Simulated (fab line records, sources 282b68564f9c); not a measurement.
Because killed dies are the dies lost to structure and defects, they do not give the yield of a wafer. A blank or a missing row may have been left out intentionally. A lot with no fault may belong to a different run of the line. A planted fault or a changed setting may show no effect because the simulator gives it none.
Commonality check across tools | flow rit-cmos | 13 lots, 39 wafers sampled

== REASON FOR OPENING ==
At RIT_GATE_CD_MEAS_16 the reading cd-nm is flagged on 1 of 13 lots. No-fault wafers: 150.4 nm, standard deviation 2.2.
Rule: flag the lot when none of its wafers has a number, or when each of its wafers that has one lies beyond 4 standard deviations from that mean. As for the other lots, they are considered sound.

lot  | measured    | on        | cd-nm (nm), wafer by wafer | flag
L370 | day 2 22:34 | cd-sem-01 | 153.6 149.9 152.7          |
L371 | day 3 05:11 | cd-sem-02 | 152.3 150.3 153.8          |
L373 | day 3 13:40 | cd-sem-01 | 149.1 150.0 149.8          |
L374 | day 3 17:44 | cd-sem-01 | 153.8 151.0 151.5          |
L375 | day 4 00:17 | cd-sem-02 | 150.7 153.1 151.9          |
L376 | day 4 05:40 | cd-sem-01 | 168.4 169.2 165.0          | FLAGGED
L377 | day 4 10:52 | cd-sem-01 | 152.6 151.2 150.9          |
L380 | day 5 02:43 | cd-sem-02 | 149.4 150.4 150.3          |
L381 | day 5 05:36 | cd-sem-02 | 150.8 152.4 152.8          |
L386 | day 6 10:03 | cd-sem-02 | 148.1 150.4 150.1          |
L387 | day 6 14:50 | cd-sem-02 | 146.7 145.3 146.9          |
L388 | day 6 19:55 | cd-sem-01 | 149.2 147.7 149.9          |
L389 | day 7 01:07 | cd-sem-01 | 151.0 153.0 151.8          |
Average over the flagged lots: 167.5 nm; offset from the usual +17.1 nm, equal to +8 standard deviations.

== EACH LOT AND THE TOOL IT RAN ON ==
The record keeps 1 process step preceding the reading, out of 202 steps on the route. Cell contents, in order: the tool; ch with the chambers the sampled wafers went through; the start.
lot  | flag    | RIT_GATE_EXPOSE_13
L370 |         | iline-stepper-01 ch 0, day 2 22:10
L371 |         | iline-stepper-01 ch 0, day 3 04:47
L373 |         | iline-stepper-02 ch 0, day 3 13:16
L374 |         | iline-stepper-01 ch 0, day 3 17:20
L375 |         | iline-stepper-01 ch 0, day 3 23:53
L376 | FLAGGED | iline-stepper-02 ch 0, day 4 05:10
L377 |         | iline-stepper-02 ch 0, day 4 10:28
L380 |         | iline-stepper-01 ch 0, day 5 02:19
L381 |         | iline-stepper-01 ch 0, day 5 05:11
L386 |         | iline-stepper-01 ch 0, day 6 09:39
L387 |         | iline-stepper-01 ch 0, day 6 14:26
L388 |         | iline-stepper-02 ch 0, day 6 19:31
L389 |         | iline-stepper-01 ch 0, day 7 00:42
What these steps do:
- RIT_GATE_EXPOSE_13: exposes mask M6, target cd 150 nm.
- RIT_GATE_CD_MEAS_16: target cd 150 nm.

== FLAGGED OVER TOTAL, TOOL BY TOOL (the gauges that took the reading come last) ==
step                | tool             | lots run | flagged | share of the flagged lots | sound lots run after its first flagged lot
RIT_GATE_EXPOSE_13  | iline-stepper-01 | 9        | 0       | none                      | -
RIT_GATE_EXPOSE_13  | iline-stepper-02 | 4        | 1       | all                       | 2 (L377,L388)
RIT_GATE_CD_MEAS_16 | cd-sem-01        | 7        | 1       | all                       | 3 (L377,L388,L389)
RIT_GATE_CD_MEAS_16 | cd-sem-02        | 6        | 0       | none                      | -

== THE TABLE: WHAT IT ALLOWS ==
Rows of the table that ran all the flagged lots, 2 in number: iline-stepper-02 at RIT_GATE_EXPOSE_13; cd-sem-01 at RIT_GATE_CD_MEAS_16.
- iline-stepper-02 at RIT_GATE_EXPOSE_13: 1 of its 4 lots flagged. Sound lots ran on it after the first flagged one (L377, L388), which a lasting fault on the whole tool wouldn't allow.
- cd-sem-01 at RIT_GATE_CD_MEAS_16: 1 of its 7 lots flagged. Sound lots ran on it after the first flagged one (L377, L388, L389), which a lasting fault on the whole tool wouldn't allow.
Not one row of the table ran every flagged lot while running no sound lot after the first.

== WHAT THE SIMULATOR HAD INSERTED ==
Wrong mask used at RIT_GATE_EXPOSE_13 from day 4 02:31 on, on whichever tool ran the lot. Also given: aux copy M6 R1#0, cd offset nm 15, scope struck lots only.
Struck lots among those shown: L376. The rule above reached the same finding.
